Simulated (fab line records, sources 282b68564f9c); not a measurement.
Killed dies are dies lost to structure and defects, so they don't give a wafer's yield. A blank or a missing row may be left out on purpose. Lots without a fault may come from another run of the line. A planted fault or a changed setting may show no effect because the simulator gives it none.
Chamber matching | flow rit_cmos | RIT_SDANNEAL_CLEAN_00 on wet_bench-01: 3 sister chambers
The step cleans in SC1, time 600 s. 6 wafers are shown with their chamber, then 8 later ones without.

WAFERS WITH THEIR CHAMBER
wafer  | chamber | bath_heat_duty_pct (%) | bath_guard_temp_C (C)
L198.5 | 2       | 14.0                   | 75.4
L198.6 | 2       | 14.2                   | 75.0
L200.3 | 1       | 16.3                   | 74.8
L200.6 | 1       | 16.6                   | 75.3
L202.5 | 3       | 15.7                   | 74.6
L215.1 | 3       | 14.5                   | 74.5

WAFERS WITHOUT THEIR CHAMBER
wafer  | bath_heat_duty_pct (%) | bath_guard_temp_C (C)
L215.3 | 14.2                   | 74.9
L215.6 | 14.4                   | 74.6
L218.1 | 13.9                   | 75.1
L218.4 | 13.4                   | 75.2
L218.6 | 14.4                   | 74.7
L219.1 | 14.0                   | 73.8
L219.2 | 14.6                   | 74.6
L219.6 | 14.5                   | 74.7

WHICH CHAMBER EACH WENT THROUGH
wafer  | from the rows above     | in truth
L215.3 | can't be placed: 2 or 3 | 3
L215.6 | can't be placed: 3 or 2 | 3
L218.1 | 2                       | 2
L218.4 | 2                       | 2
L218.6 | can't be placed: 3 or 2 | 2
L219.1 | can't be placed: 3 or 2 | 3
L219.2 | can't be placed: 3 or 2 | 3
L219.6 | can't be placed: 3 or 2 | 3
Placed correctly: 2 of 8. Can't be placed from these rows: 6 (the true chamber is among the candidates in 6). Placed wrongly: 0.
How it was worked out, from the rows above alone: a wafer's distance from a chamber is the root of the sum, over the readings, of the square of ((its reading less the chamber's mean) divided by the reading's scatter). The wafer belongs to the nearest chamber; if the next one is less than 2 further off, it can't be placed. A chamber's mean is the mean of its shown wafers. The scatter: the root of (the sum of the squares of (reading less its chamber's mean) over the shown wafers, divided by (wafers less chambers)).
